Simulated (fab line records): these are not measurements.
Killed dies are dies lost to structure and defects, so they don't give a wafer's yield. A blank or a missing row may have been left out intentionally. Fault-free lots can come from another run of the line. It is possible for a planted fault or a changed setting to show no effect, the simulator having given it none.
2 desks, one fault / flow rit cmos / only its own numbers are on each desk; what lay behind them is given at the end

== FOR THE TOOL OWNER'S DESK: rie metal-01 ==
The tool's own readings at RIT_M1_METAL_ETCH_12 (etches Al in Cl2/BCl3, stops on SiO2, time 165 s, target depth 600 nm): means of the sampled wafers that have a number, for each lot that ran on this tool. Marked OUT: a lot whose mean sits more than 4 standard deviations from the usual mean, which makes it out of limits; the brackets give that distance.
Columns: A = drypump motor current A at RIT_M1_METAL_ETCH_12, usual 5.85 A; B = oes product au at RIT_M1_METAL_ETCH_12, usual 0.777 a.u.; C = run length s at RIT_M1_METAL_ETCH_12, usual 193.4 s; D = throttle valve pct at RIT_M1_METAL_ETCH_12, usual 8.23 %
lot=L497; first seen here=day 4 11:58; A=5.99; B=0.784; C=193.3; D=8.27
lot=L503; first seen here=day 5 16:51; A=5.80; B=0.986 (+16) OUT; C=152.0 (-99 or more) OUT; D=8.23
lot=L506; first seen here=day 6 05:55; A=5.81; B=0.975 (+15) OUT; C=152.3 (-99 or more) OUT; D=8.22
This desk's verdict: out of limits on L503, L506, starting with L503 at day 5 16:51 (oes product au at RIT_M1_METAL_ETCH_12). Within limits: L497.

== FROM THE METROLOGY DESK ==
What the gauges read, lot by lot, whatever tool the lot ran on: means of the sampled wafers that have a number. Marked OUT: a lot whose mean sits more than 4 standard deviations from the usual mean, which makes it out of limits; the brackets give that distance.
Columns: A = M1_AL_RS at RIT_M1_RS_MEAS_01, usual 0.0735 ohm/sq; B = M1_AL_THK at RIT_M1_THK_MEAS_02, usual 408 nm; C = cd nm at RIT_M1_CD_MEAS_09, usual 2599.3 nm; D = M1_OVL at RIT_M1_OVL_MEAS_10, usual -0.2 nm
lot=L497; first seen here=day 4 10:31; A=0.0735; B=405; C=2600.1; D=-0.7
lot=L503; first seen here=day 5 15:16; A=0.0733; B=411; C=2600.3; D=-1.6
lot=L506; first seen here=day 6 04:19; A=0.0744; B=401; C=2596.8; D=1.0
lot=L511; first seen here=day 7 04:08; A=0.0735; B=410; C=2597.4; D=1.5
lot=L513; first seen here=day 7 18:56; A=0.0730; B=415; C=2596.9; D=-0.6
lot=L514; first seen here=day 7 23:10; A=0.0729; B=406; C=2599.3; D=-0.6
This desk's verdict: no lot among the 6 shows anything out of limits.

== ALL TOGETHER ==
The tool owner's desk had the chance to raise an alarm at day 5 16:51 on L503, L506.
From the metrology desk's view, nothing was out of limits.
The metrology desk holds a record of L503, L506, inside its limits.
The lots listed all ran RIT_M1_METAL_ETCH_12 on rie metal-01.

== WHAT THE SIMULATOR HAD PUT IN ==
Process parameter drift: rie metal-01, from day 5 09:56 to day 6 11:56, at RIT_M1_METAL_ETCH_12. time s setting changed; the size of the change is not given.
Lots struck among those shown: L503, L506.
Delay in hours, fault start to first out-of-limits reading, by desk: the tool owner's desk at 7.
